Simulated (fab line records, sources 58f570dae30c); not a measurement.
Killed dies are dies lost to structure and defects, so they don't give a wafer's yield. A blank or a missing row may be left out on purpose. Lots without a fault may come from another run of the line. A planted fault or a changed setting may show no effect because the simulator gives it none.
Which tool did it? | flow berkeley_cmos170 | 14 lots, 42 wafers sampled, at 4 steps of a route of 331

WHAT THE GAUGES READ, wafer by wafer
UCB170_FIELD_THK_MEAS_90. Usual: FIELD_OXIDE_LEFT_1_THK 436 nm, standard deviation 8.2.
lot  | measured     | on            | FIELD_OXIDE_LEFT_1_THK (nm) | flag
L411 | day 5 06:14  | film_metro-01 | 435 440 445                 |
L412 | day 5 06:14  | film_metro-02 | 438 448 433                 |
L413 | day 5 17:21  | film_metro-04 | 442 434 440                 |
L416 | day 5 17:17  | film_metro-04 | 435 441 436                 |
L417 | day 6 13:28  | film_metro-04 | 427 437 430                 |
L418 | day 6 13:28  | film_metro-02 | 433 431 441                 |
L420 | day 6 13:28  | film_metro-01 | 430 438 434                 |
L419 | day 6 13:32  | film_metro-02 | 454 453 443                 |
L426 | day 8 07:33  | film_metro-01 | 431 442 438                 |
L428 | day 8 07:37  | film_metro-01 | 442 444 445                 |
L432 | day 9 16:25  | film_metro-01 | 427 422 428                 |
L433 | day 10 00:08 | film_metro-01 | 447 449 445                 |

UCB170_FIELD_THK_MEAS_91. Usual: FIELD_OXIDE_LEFT_2_THK 348 nm, standard deviation 8.2.
lot  | measured     | on            | FIELD_OXIDE_LEFT_2_THK (nm) | flag
L411 | day 6 00:46  | film_metro-01 | 347 352 358                 |
L412 | day 6 01:16  | film_metro-04 | 351 360 345                 |
L413 | day 6 14:25  | film_metro-04 | 355 346 352                 |
L416 | day 6 14:18  | film_metro-02 | 346 352 348                 |
L417 | day 7 11:58  | film_metro-04 | 339 349 342                 |
L418 | day 7 12:14  | film_metro-02 | 345 343 353                 |
L420 | day 7 11:10  | film_metro-02 | 342 350 346                 |
L419 | day 7 12:29  | film_metro-02 | 365 364 353                 |
L426 | day 9 02:06  | film_metro-02 | 343 352 350                 |
L428 | day 9 02:23  | film_metro-02 | 355 357 358                 |
L432 | day 10 08:53 | film_metro-04 | 339 334 339                 |
L433 | day 10 15:50 | film_metro-01 | 359 360 357                 |

WHICH TOOL RAN EACH LOT (tool, then ch and the chambers of the sampled wafers, then the start)
lot  | UCB170_NWELL_STRIP_15               | UCB170_NWELL_WET_ETCH_18
L411 | plasma_asher-02 ch 0,1, day 2 09:56 | wet_bench-02 ch 0, day 2 11:33
L412 | plasma_asher-03 ch 0,1, day 2 15:03 | wet_bench-01 ch 0, day 2 18:08
L413 | plasma_asher-03 ch 0,1, day 2 18:32 | wet_bench-02 ch 1, day 2 21:00
L416 | plasma_asher-01 ch 0,1, day 3 03:25 | wet_bench-01 ch 3, day 3 04:02
L417 | plasma_asher-02 ch 0,1, day 3 12:56 | wet_bench-03 ch 1, day 3 14:11
L418 | plasma_asher-02 ch 0,1, day 3 18:45 | wet_bench-01 ch 3, day 3 21:04
L420 | plasma_asher-01 ch 0,1, day 4 00:35 | wet_bench-01 ch 1, day 4 01:27
L419 | plasma_asher-01 ch 0,1, day 4 00:52 | wet_bench-01 ch 2, day 4 01:27
L422 | plasma_asher-03 ch 0,1, day 4 15:43 | wet_bench-03 ch 1, day 4 16:04
L423 | plasma_asher-02 ch 0,1, day 4 20:38 | wet_bench-02 ch 2, day 4 21:00
L426 | plasma_asher-01 ch 0,1, day 5 12:58 | wet_bench-03 ch 2, day 5 13:31
L428 | plasma_asher-02 ch 1, day 5 20:10   | wet_bench-02 ch 0, day 5 20:31
L432 | plasma_asher-03 ch 0,1, day 6 23:56 | wet_bench-02 ch 0, day 7 00:17
L433 | plasma_asher-01 ch 0,1, day 7 00:11 | wet_bench-01 ch 1, day 7 04:19
- UCB170_NWELL_STRIP_15: strips in O2.
- UCB170_NWELL_WET_ETCH_18: etches Si3N4 in H3PO4, time 14400 s.

WHAT THE TOOLS THEMSELVES READ (means of the sampled wafers that have a number; where no wafer has one, the mark that the record gives instead)
UCB170_NWELL_STRIP_15. Usual: drypump_motor_current_A 5.6 A, standard deviation 0.46; oes_product_au 0.721 a.u., standard deviation 0.0046; strip_time_to_endpoint_s 18.08 s, standard deviation 0.091.
lot  | tool            | drypump_motor_current_A (A) | oes_product_au (a.u.) | strip_time_to_endpoint_s (s) | flag
L411 | plasma_asher-02 | 5.6                         | 0.721                 | 18.01                        |
L412 | plasma_asher-03 | 5.8                         | 0.718                 | 18.07                        |
L413 | plasma_asher-03 | 6.1                         | 0.725                 | 18.01                        |
L416 | plasma_asher-01 | 5.3                         | 0.723                 | 17.94                        |
L417 | plasma_asher-02 | 5.6                         | 0.716                 | 18.04                        |
L418 | plasma_asher-02 | 5.6                         | 0.723                 | 18.12                        |
L420 | plasma_asher-01 | 5.6                         | 0.720                 | 18.12                        |
L419 | plasma_asher-01 | 5.3                         | 0.719                 | 18.15                        |
L422 | plasma_asher-03 | 5.8                         | 0.718                 | 18.09                        |
L423 | plasma_asher-02 | 5.6                         | 0.721                 | 18.07                        |
L426 | plasma_asher-01 | 5.4                         | 0.720                 | 18.04                        |
L428 | plasma_asher-02 | 6.0                         | 0.721                 | 17.92                        |
L432 | plasma_asher-03 | 6.1                         | 0.716                 | 18.19                        |
L433 | plasma_asher-01 | 5.3                         | 0.724                 | 18.06                        |

UCB170_NWELL_WET_ETCH_18. Usual: bath_guard_temp_C 159.9 C, standard deviation 0.54; bath_heat_duty_pct 27 %, standard deviation 3.7.
lot  | tool         | bath_guard_temp_C (C) | bath_heat_duty_pct (%) | flag
L411 | wet_bench-02 | 158.9                 | 27                     |
L412 | wet_bench-01 | 159.5                 | 26                     |
L413 | wet_bench-02 | 160.7                 | 23                     |
L416 | wet_bench-01 | 159.9                 | 30                     |
L417 | wet_bench-03 | 160.0                 | 27                     |
L418 | wet_bench-01 | 160.0                 | 31                     |
L420 | wet_bench-01 | 160.3                 | 24                     |
L419 | wet_bench-01 | 159.9                 | 27                     |
L422 | wet_bench-03 | -                     | -                      | OFF
L423 | wet_bench-02 | -                     | -                      | OFF
L426 | wet_bench-03 | 160.3                 | 22                     |
L428 | wet_bench-02 | 158.9                 | 27                     |
L432 | wet_bench-02 | 159.0                 | 27                     |
L433 | wet_bench-01 | 160.1                 | 25                     |

THE ANSWER, worked out from the rows above alone
Rule: a lot is off if the mean of its wafers that have a number lies more than 3 standard deviations from the usual mean. A lot without any number at a reading at which 4 lots or more have one is off too. The other lots that the step has rows for count as sound. The gauges are gone through in route order, then the tools' own readings, and for those a lot's mean is taken as printed above. The first step at which some lot is off is used, and at that step the reading that is off furthest; a lot without a number counts as furthest.
Off: L422, L423, at UCB170_NWELL_WET_ETCH_18 (bath_guard_temp_C). Without a number there: L422, L423.
A tool fits if, at that step or a process step before it, it ran every lot that is off, and no sound lot after the first of them. None of those tried fits.

WHAT THE SIMULATOR HAD PUT IN
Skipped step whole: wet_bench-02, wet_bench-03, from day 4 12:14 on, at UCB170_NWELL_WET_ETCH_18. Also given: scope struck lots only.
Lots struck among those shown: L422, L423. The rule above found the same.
